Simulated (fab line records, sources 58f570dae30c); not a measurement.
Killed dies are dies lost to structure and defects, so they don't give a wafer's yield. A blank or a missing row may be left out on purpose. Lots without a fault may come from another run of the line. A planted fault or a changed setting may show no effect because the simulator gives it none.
Which tool did it? | flow berkeley_cmos170 | 15 lots, 45 wafers sampled, at 3 steps of a route of 331

WHAT THE GAUGES READ, wafer by wafer
UCB170_ACTIVE_THK_MEAS_03. Usual: ACTIVE_OXIDE_THK 26.5 nm, standard deviation 0.47.
lot  | measured    | on            | ACTIVE_OXIDE_THK (nm) | flag
L214 | day 4 11:10 | film_metro-03 | 27.0 26.5 26.6        |
L216 | day 4 19:20 | film_metro-02 | 27.0 27.2 27.0        |
L215 | day 4 19:20 | film_metro-03 | 26.6 26.5 27.0        |
L218 | day 5 11:51 | film_metro-03 | 27.4 26.6 27.0        |
L217 | day 5 11:52 | film_metro-02 | 26.4 26.6 26.7        |
L220 | day 5 20:33 | film_metro-03 | 26.9 26.9 26.8        |
L222 | day 6 02:39 | film_metro-02 | 26.3 26.2 26.6        |
L224 | day 6 09:21 | film_metro-01 | 25.6 26.2 26.1        |
L225 | day 6 23:38 | film_metro-03 | 26.7 26.5 26.8        |
L230 | day 7 11:28 | film_metro-01 | 26.4 26.0 25.8        |
L236 | day 8 22:09 | film_metro-03 | 26.6 27.2 27.2        |
L237 | day 9 07:52 | film_metro-02 | 26.6 26.6 26.6        |

UCB170_ACTIVE_OVL_MEAS_14. Usual: ACTIVE_OVL 1 nm, standard deviation 6.
lot  | measured    | on         | ACTIVE_OVL (nm) | flag
L214 | day 4 21:04 | overlay-01 | 0 10 5          |
L216 | day 5 05:12 | overlay-01 | 7 1 5           |
L215 | day 5 04:55 | overlay-01 | -2 4 -5         |
L218 | day 5 22:47 | overlay-02 | -1 3 7          |
L217 | day 5 22:31 | overlay-01 | -7 3 -10        |
L220 | day 6 05:15 | overlay-01 | -3 2 0          |
L222 | day 6 12:00 | overlay-01 | 11 7 8          |
L224 | day 6 17:58 | overlay-02 | 7 3 4           |
L225 | day 7 07:35 | overlay-02 | 18 7 13         |
L230 | day 7 22:50 | overlay-01 | -6 -6 -7        |
L236 | day 9 11:04 | overlay-01 | 13 14 11        |
L237 | day 9 18:49 | overlay-02 | 3 3 2           |

WHICH TOOL RAN EACH LOT (tool, then ch and the chambers of the sampled wafers, then the start)
lot  | UCB170_PWELL_DEVELOP_12
L214 | litho_track-04 ch 0, day 3 10:00
L216 | litho_track-03 ch 0, day 3 17:00
L215 | litho_track-02 ch 0, day 3 17:00
L218 | litho_track-02 ch 0, day 4 08:00
L217 | litho_track-02 ch 0, day 4 09:00
L220 | litho_track-03 ch 0, day 4 19:00
L222 | litho_track-02 ch 0, day 5 01:00
L224 | litho_track-02 ch 0, day 5 12:00
L225 | litho_track-03 ch 0, day 5 22:00
L230 | litho_track-03 ch 0, day 6 12:00
L231 | litho_track-03, day 7 01:00
L232 | litho_track-03, day 7 01:00
L233 | litho_track-03, day 7 11:00
L236 | litho_track-02 ch 0, day 7 19:00
L237 | litho_track-03 ch 0, day 8 04:00
- UCB170_PWELL_DEVELOP_12: develop time 45 s.

WHAT THE TOOLS THEMSELVES READ (means of the sampled wafers that have a number; where no wafer has one, the mark that the record gives instead)
UCB170_PWELL_DEVELOP_12. Usual: chill_plate_temp_C 22.99 C, standard deviation 0.097.
lot  | tool           | chill_plate_temp_C (C) | flag
L214 | litho_track-04 | 23.02                  |
L216 | litho_track-03 | 22.92                  |
L215 | litho_track-02 | 23.12                  |
L218 | litho_track-02 | 22.92                  |
L217 | litho_track-02 | 22.99                  |
L220 | litho_track-03 | 22.98                  |
L222 | litho_track-02 | 22.95                  |
L224 | litho_track-02 | 23.04                  |
L225 | litho_track-03 | 22.87                  |
L230 | litho_track-03 | 23.13                  |
L231 | litho_track-03 | -                      | OFF
L232 | litho_track-03 | -                      | OFF
L233 | litho_track-03 | -                      | OFF
L236 | litho_track-02 | 23.00                  |
L237 | litho_track-03 | 22.86                  |

THE ANSWER, worked out from the rows above alone
Rule: a lot is off if the mean of its wafers that have a number lies more than 3 standard deviations from the usual mean. A lot without any number at a reading at which 4 lots or more have one is off too. The other lots that the step has rows for count as sound. The gauges are gone through in route order, then the tools' own readings, and for those a lot's mean is taken as printed above. The first step at which some lot is off is used, and at that step the reading that is off furthest; a lot without a number counts as furthest.
Off: L231, L232, L233, at UCB170_PWELL_DEVELOP_12 (chill_plate_temp_C). Without a number there: L231, L232, L233.
A tool fits if, at that step or a process step before it, it ran every lot that is off, and no sound lot after the first of them. None of those tried fits.

WHAT THE SIMULATOR HAD PUT IN
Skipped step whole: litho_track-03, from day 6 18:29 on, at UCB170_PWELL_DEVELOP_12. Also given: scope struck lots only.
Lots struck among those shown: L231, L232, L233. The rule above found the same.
